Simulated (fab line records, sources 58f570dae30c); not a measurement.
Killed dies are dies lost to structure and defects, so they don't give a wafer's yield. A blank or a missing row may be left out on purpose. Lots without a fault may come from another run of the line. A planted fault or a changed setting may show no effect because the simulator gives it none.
Problem report in the 8D (eight disciplines) form, filled by code | flow berkeley_cmos170 | the parts of the form that need people (team, actions taken, sign-off) are left out

1. THE PROBLEM
tilt_deg at UCB170_NVT_IMPLANT_07 reads a mean of 5.068 degrees on 6 wafers of 2 lots; wafers without a fault read 7.004 degrees with a standard deviation of 0.021. That is -92 standard deviations from the usual mean.
First seen on wafer L483.1, day 7 08:54, on implanter-04. The record holds 42 wafers of 14 lots with a number at this step. Rule for "out", or "out of limits": more than 4 standard deviations from the usual mean. The other wafers with a number count as sound.

2. WHAT IT IS AND WHAT IT IS NOT
question                    | is                     | is not
which readings at this step | tilt_deg               | faraday_current_uA
which lots                  | L483, L486             | L472, L476, L479, L482, L484, L485, L488, L490, L491, L493, L494, L495
which wafers of those lots  | all that have a number | -
read on which tools         | implanter-04           | implanter-01, implanter-03
when                        | from day 7 08:54       | up to then (18 sound wafers); but 18 sound wafers of L488, L490, L491, L493, L494, L495 came after

3. SUSPECTS, AND WHAT RULES EACH OUT
Counting: a tool at a process step up to the reading stays a suspect if it ran every lot that is out and no sound lot after the first of them.
- implanter-04 at UCB170_NVT_IMPLANT_07: kept. It ran every lot that is out, first L483 (day 7 08:54), and no sound lot after that; its last sound lot up to then is L482 (day 7 07:56). Its own readings are out on those wafers: tilt_deg.
Left after counting: implanter-04 at UCB170_NVT_IMPLANT_07.

4. THE CAUSE (what the simulator had put in)
Process parameter drift: implanter-04, from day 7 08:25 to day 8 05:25, at UCB170_NVT_IMPLANT_07. Setting tilt_deg, moved by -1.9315, from 7. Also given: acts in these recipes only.
Counting left only this tool.

5. THE CHAIN OF EFFECTS, in route order
Each row: a reading whose mean over the struck wafers that have a number lies more than 3 standard deviations from the usual. Only readings for which the record gives a usual standard deviation are gone through. hours: the time from each lot's start at the first step in this table that gives one to its start at this step, as a median over the lots. sigmas: the change in usual standard deviations.
hours | step                  | reading  | usual         | on struck wafers | change | sigmas
0     | UCB170_NVT_IMPLANT_07 | tilt_deg | 7.004 degrees | 5.068            | -1.936 | -92
The process steps in it:
- UCB170_NVT_IMPLANT_07
Later measuring or inspecting steps at which every struck wafer that the step has a row for has a number for every such reading, and none has moved that far: UCB170_GATE_THK_MEAS_05.

6. WHAT WOULD HAVE CAUGHT IT SOONER
In this record the first reading out of limits was taken at day 7 08:54, 0 hours after the fault began at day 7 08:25.
